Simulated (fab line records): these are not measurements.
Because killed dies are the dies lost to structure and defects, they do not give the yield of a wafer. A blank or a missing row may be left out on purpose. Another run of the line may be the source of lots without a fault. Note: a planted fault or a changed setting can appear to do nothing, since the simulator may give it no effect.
fab line records ; flow ritCmos
[record] lots = 5; wafers = 23
route steps=202 shown M1@184
startH: start of the lot's first displayed wafer, in hours after the record's first day ; waitH: hours from the lot's prior step to this one ; " unchanged from the row above ; L1.1+2: one row covering several wafers at once ; - value missing, or start not given ; * or withheld: withheld ; < > ~ a bound
route shown NAME@n: a module of which the file shows steps, and the number in the route of the first ; usual: average and standard deviation across the fault-free wafers ; same: alike in all rows ; chamber/n: place in a boat ; sites: per-site readings ; _std_site: how widely they spread, as a standard deviation ; _edge_site: the outer-site mean with the inner-site mean subtracted ; radiusMm: for every site, how far away it sits from the centre of the wafer ; mask NAME#n: copy n ; behind: the most recent tool/chamber to have shaped the wafer ; hold: why the lot went on hold/how many hours it stayed there/how the hold came to an end ; device: whichever transistor did not switch (one of n, p or np) ; end of line: the tests these same wafers got at the end of their route ; step lacking rows: just its recipe ; killed: count of dies lost to structure and defects at first sort (not the wafer's yield) ; map: per-die view of a wafer (x killed, . not killed, _ where there is no die)
set.NAME: the run value of the setting; set.NAME@STEP: its run value at that earlier step ; model.NAME: the simulator's own value behind a step, which no gauge read
lots with deliberately changed settings; one table per step, one row per wafer
[[steps]]
[step RIT_M1_SPUTTER_00]
[recipe] material = Al; targetThkNm = 400; powerW = 2000; chamberPressurePa = 0.4; gas = Ar; timeS = 500; substrateTempC = 25
lot.wafer;tool;chamber;startH;waitH;set.timeS;model.Al_of_M1_SPUTTER_00.thkNm
L074.1;pvdSputter-04;-;53.73;0.0;500;396.9
L074.2;pvdSputter-04;-;53.73;0.0;500;404.4
L074.4;pvdSputter-04;-;53.73;0.0;500;398.4
L074.5;pvdSputter-04;-;53.73;0.0;500;398.9
L074.6;pvdSputter-04;-;53.73;0.0;500;402
L078.1;pvdSputter-04;-;72.22;0.0;500;399.6
L078.2;pvdSputter-04;-;72.22;0.0;500;402.8
L078.5;pvdSputter-04;-;72.22;0.0;500;396.8
L079.1;pvdSputter-01;-;77.29;0.0;448.1;350
L079.2;pvdSputter-01;-;77.29;0.0;500;394.3
L079.4;pvdSputter-01;-;77.29;0.0;500;397
L079.5;pvdSputter-01;-;77.29;0.0;448.1;355.1
L079.6;pvdSputter-01;-;77.29;0.0;500;394
L080.2;pvdSputter-04;-;82.32;0.0;500;398.9
L080.3;pvdSputter-04;-;82.32;0.0;500;397.3
L080.4;pvdSputter-04;-;82.32;0.0;500;400.6
L080.5;pvdSputter-04;-;82.32;0.0;500;395
L080.6;pvdSputter-04;-;82.32;0.0;500;404.7
L084.1;pvdSputter-04;-;102.34;0.0;500;403.8
L084.2;pvdSputter-04;-;102.34;0.0;550.4;446.7
L084.3;pvdSputter-04;-;102.34;0.0;550.4;441.2
L084.4;pvdSputter-04;-;102.34;0.0;500;402.3
L084.6;pvdSputter-04;-;102.34;0.0;500;403.5
[step RIT_M1_RS_MEAS_01]
[recipe] thkMeasGauge = four-point-probe; reads = Al_of_M1_SPUTTER_00
[usual] M1_AL_RS = 0.0738/0.00097
lot.wafer;tool;chamber;startH;waitH;set.timeS@M1_SPUTTER_00;M1_AL_RS[ohm/sq]
L074.1;filmMetro-03;-;54.02;0.1;500;0.0741
L074.2;filmMetro-03;-;54.02;0.1;500;0.0726
L074.4;filmMetro-03;-;54.02;0.1;500;0.0738
L074.5;filmMetro-03;-;54.02;0.1;500;0.0738
L074.6;filmMetro-03;-;54.02;0.1;500;0.0730
L078.1;filmMetro-03;-;72.55;0.2;500;0.0734
L078.2;filmMetro-03;-;72.55;0.2;500;0.0728
L078.5;filmMetro-03;-;72.55;0.2;500;0.0741
L079.1;filmMetro-01;-;77.58;0.1;448.1;0.0842
L079.2;filmMetro-01;-;77.58;0.1;500;0.0746
L079.4;filmMetro-01;-;77.58;0.1;500;0.0741
L079.5;filmMetro-01;-;77.58;0.1;448.1;0.0830
L079.6;filmMetro-01;-;77.58;0.1;500;0.0747
L080.2;filmMetro-03;-;82.67;0.2;500;0.0736
L080.3;filmMetro-03;-;82.67;0.2;500;0.0739
L080.4;filmMetro-03;-;82.67;0.2;500;0.0733
L080.5;filmMetro-03;-;82.67;0.2;500;0.0744
L080.6;filmMetro-03;-;82.67;0.2;500;0.0727
L084.1;filmMetro-04;-;102.67;0.2;500;0.0727
L084.2;filmMetro-04;-;102.67;0.2;550.4;0.0655
L084.3;filmMetro-04;-;102.67;0.2;550.4;0.0664
L084.4;filmMetro-04;-;102.67;0.2;500;0.0730
L084.6;filmMetro-04;-;102.67;0.2;500;0.0726
[step RIT_M1_THK_MEAS_02]
[recipe] thkMeasGauge = xrf; reads = Al_of_M1_SPUTTER_00
[usual] M1_AL_THK = 398/5
lot.wafer;tool;chamber;startH;waitH;set.timeS@M1_SPUTTER_00;M1_AL_THK[nm]
L074.1;filmMetro-03;-;54.14;0.1;500;396
L074.2;filmMetro-03;-;54.14;0.1;500;404
L074.4;filmMetro-03;-;54.14;0.1;500;398
L074.5;filmMetro-03;-;54.14;0.1;500;399
L074.6;filmMetro-03;-;54.14;0.1;500;402
L078.1;filmMetro-03;-;72.67;0.1;500;398
L078.2;filmMetro-03;-;72.67;0.1;500;403
L078.5;filmMetro-03;-;72.67;0.1;500;394
L079.1;filmMetro-01;-;77.70;0.1;448.1;350
L079.2;filmMetro-01;-;77.70;0.1;500;392
L079.4;filmMetro-01;-;77.70;0.1;500;393
L079.5;filmMetro-01;-;77.70;0.1;448.1;354
L079.6;filmMetro-01;-;77.70;0.1;500;394
L080.2;filmMetro-03;-;82.78;0.1;500;399
L080.3;filmMetro-03;-;82.78;0.1;500;395
L080.4;filmMetro-03;-;82.78;0.1;500;399
L080.5;filmMetro-03;-;82.78;0.1;500;394
L080.6;filmMetro-03;-;82.78;0.1;500;403
L084.1;filmMetro-04;-;102.79;0.1;500;400
L084.2;filmMetro-04;-;102.79;0.1;550.4;445
L084.3;filmMetro-04;-;102.79;0.1;550.4;438
L084.4;filmMetro-04;-;102.79;0.1;500;399
L084.6;filmMetro-04;-;102.79;0.1;500;402
[step RIT_M1_HARDBAKE_11]
[recipe] resist = NOVOLAK; tempC = 140; timeS = 120
lot.wafer;tool;chamber;startH;waitH;set.tempC
L074.1+5+6;lithoTrack-02;0;55.24;0.0;138.3
L074.2+4;lithoTrack-02;0;55.24;0.0;140
L078.1+2+5;lithoTrack-01;0;73.90;0.0;140
L079.1+2;lithoTrack-02;0;78.80;0.0;140
L079.4+5+6;lithoTrack-02;0;78.80;0.0;143.4
L080.2+6;lithoTrack-01;0;84.04;0.1;140
L080.3+4+5;lithoTrack-01;0;84.04;0.1;141.4
L084.1+3+6;lithoTrack-02;0;103.89;0.0;140
L084.2+4;lithoTrack-02;0;103.89;0.0;137.8
[step RIT_M1_METAL_ETCH_12]
[recipe] stopOn = SiO2; chemistry = Cl2/BCl3; target = Al; timeS = 165; overEtchFrac = 0.5; pressureMtorr = 100; targetDepthA = 6000; rfW = 250; Cl2_flow_sccm = 60; bcl3FlowSccm = 50
[usual] oesProductAu = 0.778/0.014
lot.wafer;tool;chamber;startH;waitH;set.timeS@M1_SPUTTER_00;oesProductAu
L074.1;rieMetal-04;0;55.49;0.2;500;0.796
L074.2;rieMetal-04;1;55.49;0.2;500;0.774
L074.4;rieMetal-04;1;55.49;0.2;500;0.772
L074.5;rieMetal-04;1;55.49;0.2;500;0.769
L074.6;rieMetal-04;0;55.49;0.2;500;0.799
L078.1;rieMetal-01;1;74.15;0.2;500;0.768
L078.2;rieMetal-01;0;74.15;0.2;500;0.787
L078.5;rieMetal-01;0;74.15;0.2;500;0.772
L079.1;rieMetal-03;0;79.05;0.2;448.1;0.712
L079.2;rieMetal-03;1;79.05;0.2;500;0.789
L079.4;rieMetal-03;1;79.05;0.2;500;0.790
L079.5;rieMetal-03;0;79.05;0.2;448.1;0.716
L079.6;rieMetal-03;1;79.05;0.2;500;0.782
L080.2;rieMetal-04;0;84.25;0.2;500;0.801
L080.3;rieMetal-04;0;84.25;0.2;500;0.800
L080.4;rieMetal-04;1;84.25;0.2;500;0.767
L080.5;rieMetal-04;1;84.25;0.2;500;0.761
L080.6;rieMetal-04;0;84.25;0.2;500;0.804
L084.1;rieMetal-01;1;104.14;0.2;500;0.778
L084.2;rieMetal-01;0;104.14;0.2;550.4;0.835
L084.3;rieMetal-01;0;104.14;0.2;550.4;0.828
L084.4;rieMetal-01;1;104.14;0.2;500;0.767
L084.6;rieMetal-01;0;104.14;0.2;500;0.778
[[key]]
[split] step = RIT_M1_SPUTTER_00; setting = timeS; stated = 500; by = wafer
[response] step = RIT_M1_SPUTTER_00; reading = model.Al_of_M1_SPUTTER_00.thkNm; change = +4.07; per = 1%; r = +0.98
[response] step = RIT_M1_RS_MEAS_01; reading = M1_AL_RS; change = -0.00078; per = 1%; r = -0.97
[response] step = RIT_M1_THK_MEAS_02; reading = M1_AL_THK; change = +4.01; per = 1%; r = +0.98
[response] step = RIT_M1_METAL_ETCH_12; reading = oesProductAu; change = +0.00635; per = 1%; r = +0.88
[split] step = RIT_M1_HARDBAKE_11; setting = tempC; stated = 140; by = wafer
response none clear
